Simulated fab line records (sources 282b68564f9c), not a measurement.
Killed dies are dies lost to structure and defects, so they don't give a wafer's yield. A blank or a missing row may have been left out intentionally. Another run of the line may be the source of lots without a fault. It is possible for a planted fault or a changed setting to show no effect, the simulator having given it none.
What tool caused it? || flow rit-cmos || 15 lots with 45 wafers sampled at 2 steps, on a route of 202 steps

WHAT EACH GAUGE READ, for each wafer
The record lacks any reading of a measuring or inspecting step that a usual standard deviation could be used to judge.

EACH LOT AND THE TOOL THAT RAN IT (in order: tool; ch and the chambers of the sampled wafers; start)
{"lot": "L217", "RIT_REOX_OXIDATION_03": "furnace-01 ch 0, day 3 00:16", "RIT_M1_PROBE_99": "-"}
{"lot": "L218", "RIT_REOX_OXIDATION_03": "furnace-01 ch 0, day 3 04:45", "RIT_M1_PROBE_99": "-"}
{"lot": "L220", "RIT_REOX_OXIDATION_03": "furnace-01 ch 0, day 3 13:19", "RIT_M1_PROBE_99": "-"}
{"lot": "L221", "RIT_REOX_OXIDATION_03": "furnace-03 ch 0, day 3 16:44", "RIT_M1_PROBE_99": "-"}
{"lot": "L222", "RIT_REOX_OXIDATION_03": "furnace-01 ch 0, day 3 20:43", "RIT_M1_PROBE_99": "-"}
{"lot": "L223", "RIT_REOX_OXIDATION_03": "furnace-01 ch 0, day 3 23:29", "RIT_M1_PROBE_99": "-"}
{"lot": "L232", "RIT_REOX_OXIDATION_03": "furnace-04 ch 0, day 6 04:16", "RIT_M1_PROBE_99": "-"}
{"lot": "L233", "RIT_REOX_OXIDATION_03": "furnace-01 ch 0, day 6 11:15", "RIT_M1_PROBE_99": "prober-02, day 7 07:16"}
{"lot": "L234", "RIT_REOX_OXIDATION_03": "furnace-01 ch 0, day 6 18:55", "RIT_M1_PROBE_99": "-"}
{"lot": "L235", "RIT_REOX_OXIDATION_03": "furnace-03 ch 0, day 6 18:59", "RIT_M1_PROBE_99": "-"}
{"lot": "L236", "RIT_REOX_OXIDATION_03": "furnace-01 ch 0, day 6 23:24", "RIT_M1_PROBE_99": "-"}
{"lot": "L237", "RIT_REOX_OXIDATION_03": "furnace-01 ch 0, day 6 23:24", "RIT_M1_PROBE_99": "-"}
{"lot": "L238", "RIT_REOX_OXIDATION_03": "furnace-04 ch 0, day 7 07:10", "RIT_M1_PROBE_99": "-"}
{"lot": "L239", "RIT_REOX_OXIDATION_03": "furnace-01 ch 0, day 7 12:37", "RIT_M1_PROBE_99": "-"}
{"lot": "L240", "RIT_REOX_OXIDATION_03": "furnace-01 ch 0, day 7 15:15", "RIT_M1_PROBE_99": "-"}
- RIT_REOX_OXIDATION_03: target thk 25.2 nm, ox time 5580 s.
- RIT_M1_PROBE_99

AS READ BY THE TOOLS THEMSELVES (means over the sampled wafers that have a number; for cases with no such wafer, the mark the record gives instead)
RIT_REOX_OXIDATION_03.
{"lot": "L217", "tool": "furnace-01", "spike-tc-centre-C (C)": 901.5, "zone-power-centre-pct (%)": 46.9}
{"lot": "L218", "tool": "furnace-01", "spike-tc-centre-C (C)": 900.7, "zone-power-centre-pct (%)": 47.1}
{"lot": "L220", "tool": "furnace-01", "spike-tc-centre-C (C)": 913.7, "zone-power-centre-pct (%)": 53.4}
{"lot": "L221", "tool": "furnace-03", "spike-tc-centre-C (C)": 903.6, "zone-power-centre-pct (%)": 42.4}
{"lot": "L222", "tool": "furnace-01", "spike-tc-centre-C (C)": 912.1, "zone-power-centre-pct (%)": 52.5}
{"lot": "L223", "tool": "furnace-01", "spike-tc-centre-C (C)": 913.5, "zone-power-centre-pct (%)": 52.9}
{"lot": "L232", "tool": "furnace-04", "spike-tc-centre-C (C)": 903.7, "zone-power-centre-pct (%)": 42.2}
{"lot": "L233", "tool": "furnace-01", "spike-tc-centre-C (C)": 901.0, "zone-power-centre-pct (%)": 47.5}
{"lot": "L234", "tool": "furnace-01", "spike-tc-centre-C (C)": 900.4, "zone-power-centre-pct (%)": 47.2}
{"lot": "L235", "tool": "furnace-03", "spike-tc-centre-C (C)": 903.0, "zone-power-centre-pct (%)": 42.1}
{"lot": "L236", "tool": "furnace-01", "spike-tc-centre-C (C)": 900.7, "zone-power-centre-pct (%)": 46.8}
{"lot": "L237", "tool": "furnace-01", "spike-tc-centre-C (C)": 900.9, "zone-power-centre-pct (%)": 47.3}
{"lot": "L238", "tool": "furnace-04", "spike-tc-centre-C (C)": 902.9, "zone-power-centre-pct (%)": 42.1}
{"lot": "L239", "tool": "furnace-01", "spike-tc-centre-C (C)": 900.9, "zone-power-centre-pct (%)": 47.1}
{"lot": "L240", "tool": "furnace-01", "spike-tc-centre-C (C)": 900.9, "zone-power-centre-pct (%)": 47.1}

RIT_M1_PROBE_99.
{"lot": "L233", "tool": "prober-02", "killed-at-contacts": 0.0, "killed-at-front-end": 12, "killed-dies": 12, "killed-open": 6.0, "killed-short": 5.7}

THE ANSWER, worked out from the rows above alone
Rule: the usual values come from the lots themselves. The widest of any qualifying gaps counts: lots, ordered by their means at a reading, are off when they make up no more than a third of the lots, leave a main group of 4 or more, and stand apart from it by 3 or more times the standard deviation of that group's means. If all means in a main group match to the digits the tables above print for the reading, that group is not used. A lot without any number at a reading at which 4 lots or more have one is off too. Where the step has rows for the other lots, those lots are counted as sound. After the gauges, taken in route order, come the tools' own readings; for these a lot's mean is taken, as printed above. At the first step where some lot is off, the reading lying furthest off is the one used; lots without a number count as furthest.
Off: L220, L222, L223 (RIT_REOX_OXIDATION_03, spike-tc-centre-C). The main group has a mean of 901.7 C with a standard deviation of 1.2.
If a tool, at that step or one of the process steps before it, ran each lot that is off and ran no sound lot following the first of them, it fits. Not one of the candidates tried fits.

WHAT THE SIMULATOR PUT IN
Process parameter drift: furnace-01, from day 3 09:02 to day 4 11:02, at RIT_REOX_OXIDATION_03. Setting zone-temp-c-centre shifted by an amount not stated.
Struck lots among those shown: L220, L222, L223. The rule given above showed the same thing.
